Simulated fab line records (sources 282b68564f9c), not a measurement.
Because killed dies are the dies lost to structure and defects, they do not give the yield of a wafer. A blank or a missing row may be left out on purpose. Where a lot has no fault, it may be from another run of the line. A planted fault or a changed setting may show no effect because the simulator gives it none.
Matching of chambers | flow rit-cmos | 4 sister chambers for RIT_GATE_ETCH_19 on rie-si-02
The step etches poly-Si in SF6/CHF3/O2, stops on SiO2, time 165 s, target depth 312.5 nm. 4 wafers are shown with their chamber, then 7 later ones without.

## EACH WAFER AND ITS CHAMBER
wafer  | chamber | drypump-motor-current-A (A)
L753.1 | 2       | 5.6
L753.5 | 0       | 5.9
L757.2 | 3       | 5.7
L757.5 | 1       | 4.8

## WAFERS MISSING THEIR CHAMBER
wafer  | drypump-motor-current-A (A)
L757.6 | 5.9
L759.3 | 5.8
L759.4 | 5.6
L759.6 | 5.9
L767.2 | 5.6
L767.3 | 5.9
L767.6 | 5.6

## WHICH CHAMBER EACH WENT THROUGH
wafer  | from the rows above     | in truth
L757.6 | 0                       | 0
L759.3 | can't be placed: 3 or 0 | 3
L759.4 | 2                       | 2
L759.6 | 0                       | 0
L767.2 | 2                       | 2
L767.3 | 0                       | 0
L767.6 | 2                       | 2
Correct placement for 6 of the 7. From these rows, 1 cannot be placed; in 1 the true chamber is one of the candidates. 0 placed wrongly.
How it was worked out, from the rows above alone: a wafer's distance from a chamber is the root of the sum, over the readings, of the square of ((its reading less the chamber's mean) divided by the reading's scatter). The wafer belongs to the nearest chamber; if the next one is less than 2 further off, it can't be placed. A chamber's mean is the mean of its shown wafers. The scatter (one wafer shown for each chamber): square how far every hidden wafer sits from the nearest shown wafer, average those squares and take the square root.
